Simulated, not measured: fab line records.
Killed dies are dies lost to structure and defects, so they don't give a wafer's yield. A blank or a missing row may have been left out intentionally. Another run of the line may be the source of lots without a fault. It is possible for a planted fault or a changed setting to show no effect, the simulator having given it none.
What tool caused it? | flow rit_cmos | Sampling: 14 lots, 42 wafers, 3 of 202 route steps

## WHAT EACH GAUGE READ, for each wafer
RIT_PLDD_OVL_MEAS_06. Usual: PLDD_OVL gives 0.6 nm (standard deviation 1.6).
lot  | measured    | on         | PLDD_OVL (nm)  | flag
L231 | day 3 09:46 | overlay-02 | -1.2 -1.2 0.0  |
L232 | day 3 14:05 | overlay-01 | 1.5 -0.2 0.5   |
L233 | day 3 19:12 | overlay-02 | -4.0 -1.0 -0.6 |
L235 | day 4 06:12 | overlay-02 | -1.6 0.6 0.9   |
L237 | day 4 18:08 | overlay-01 | -1.5 1.1 -0.8  |
L238 | day 4 18:23 | overlay-02 | 0.3 1.1 -0.1   |
L239 | day 5 00:25 | overlay-01 | -0.8 -1.2 -1.0 |
L241 | day 5 08:12 | overlay-02 | - - -          | OFF
L242 | day 5 14:25 | overlay-01 | - - -          | OFF
L246 | day 6 08:29 | overlay-02 | -1.4 -0.6 -0.2 |
L247 | day 6 09:02 | overlay-01 | 4.5 5.4 3.2    |
L249 | day 6 22:38 | overlay-02 | -0.9 1.1 1.0   |
L251 | day 7 20:47 | overlay-02 | 0.0 -1.1 -0.3  |
L253 | day 8 05:17 | overlay-01 | 1.0 2.6 1.4    |

RIT_NSD_TW_MEAS_10. Usual: NSD_TW gives 3103 (standard deviation 28).
lot  | measured    | on            | NSD_TW         | flag
L231 | day 3 14:19 | film_metro-01 | 3160 3130 3137 |
L232 | day 3 18:33 | film_metro-04 | 3113 3097 3114 |
L233 | day 3 23:37 | film_metro-01 | 3151 3134 3143 |
L235 | day 4 11:29 | film_metro-01 | 3132 3131 3114 |
L237 | day 4 22:54 | film_metro-02 | 3076 3071 3076 |
L238 | day 4 23:17 | film_metro-02 | 3079 3073 3069 |
L239 | day 5 04:53 | film_metro-01 | 3121 3139 3139 |
L241 | day 5 12:38 | film_metro-01 | 3291 3295 3285 | OFF
L242 | day 5 18:50 | film_metro-04 | 3289 3267 3279 | OFF
L246 | day 6 12:56 | film_metro-04 | 3110 3113 3093 |
L247 | day 6 14:04 | film_metro-02 | 3061 3083 3085 |
L249 | day 7 03:04 | film_metro-02 | 3076 3054 3045 |
L251 | day 8 02:39 | film_metro-02 | 3054 3068 3056 |
L253 | day 8 09:43 | film_metro-04 | 3104 3118 3102 |

## EACH LOT AND THE TOOL THAT RAN IT (in order: tool; ch and the chambers of the sampled wafers; start)
lot  | RIT_PLDD_COAT_01
L231 | litho_track-01 ch 0, day 3 08:56
L232 | litho_track-01 ch 0, day 3 13:12
L233 | litho_track-04 ch 0, day 3 18:19
L235 | litho_track-01 ch 0, day 4 05:31
L237 | litho_track-04 ch 0, day 4 17:20
L238 | litho_track-03 ch 0, day 4 17:35
L239 | litho_track-01 ch 0, day 4 23:35
L241 | litho_track-04, day 5 07:25
L242 | litho_track-04, day 5 13:43
L246 | litho_track-04 ch 0, day 6 07:43
L247 | litho_track-01 ch 0, day 6 08:16
L249 | litho_track-04 ch 0, day 6 21:41
L251 | litho_track-04 ch 0, day 7 19:45
L253 | litho_track-03 ch 0, day 8 04:36
- RIT_PLDD_COAT_01: resist thk 1000 nm.

## AS READ BY THE TOOLS THEMSELVES (means over the sampled wafers that have a number; for cases with no such wafer, the mark the record gives instead)
RIT_PLDD_COAT_01. Usual: chill_plate_temp_C 23.00 C, standard deviation 0.098; dispense_pressure_kPa 49.7 kPa, standard deviation 1.2; exhaust_pa 45.2 Pa, standard deviation 0.93.
lot  | tool           | chill_plate_temp_C (C) | dispense_pressure_kPa (kPa) | exhaust_pa (Pa) | flag
L231 | litho_track-01 | 23.15                  | 50.5                        | 44.9            |
L232 | litho_track-01 | 22.98                  | 50.5                        | 43.6            |
L233 | litho_track-04 | 22.91                  | 50.3                        | 46.9            |
L235 | litho_track-01 | 22.90                  | 50.5                        | 45.6            |
L237 | litho_track-04 | 22.97                  | 50.3                        | 44.8            |
L238 | litho_track-03 | 22.98                  | 47.9                        | 45.7            |
L239 | litho_track-01 | 22.96                  | 50.5                        | 45.7            |
L241 | litho_track-04 | -                      | -                           | -               | OFF
L242 | litho_track-04 | -                      | -                           | -               | OFF
L246 | litho_track-04 | 22.95                  | 50.3                        | 45.4            |
L247 | litho_track-01 | 23.06                  | 50.5                        | 45.1            |
L249 | litho_track-04 | 23.07                  | 50.3                        | 45.4            |
L251 | litho_track-04 | 22.93                  | 50.3                        | 45.2            |
L253 | litho_track-03 | 23.15                  | 47.9                        | 45.3            |

## THE ANSWER, worked out from the rows above alone
Rule: lot off if the mean of its wafers having a number is beyond 3 standard deviations from the usual mean. Also off: a lot with no number at a reading for which 4 or more lots have one. The other lots that the step has rows for count as sound. First the gauges in route order, then the tools' own readings, where a lot's mean is used as printed above. At the first step where some lot is off, the reading lying furthest off is the one used; lots without a number count as furthest.
Off: L241, L242, seen at RIT_PLDD_OVL_MEAS_06 (PLDD_OVL). Without a number there: L241, L242.
If a tool, at a process step before that reading, ran all the lots that are off and no sound lot after the first of them, it fits. The gauges at RIT_PLDD_OVL_MEAS_06 aren't tried: what is off there is off at RIT_NSD_TW_MEAS_10 too, on other tools, and a gauge's error can't cause that. Not one of the candidates tried fits.

## WHAT THE SIMULATOR PUT IN
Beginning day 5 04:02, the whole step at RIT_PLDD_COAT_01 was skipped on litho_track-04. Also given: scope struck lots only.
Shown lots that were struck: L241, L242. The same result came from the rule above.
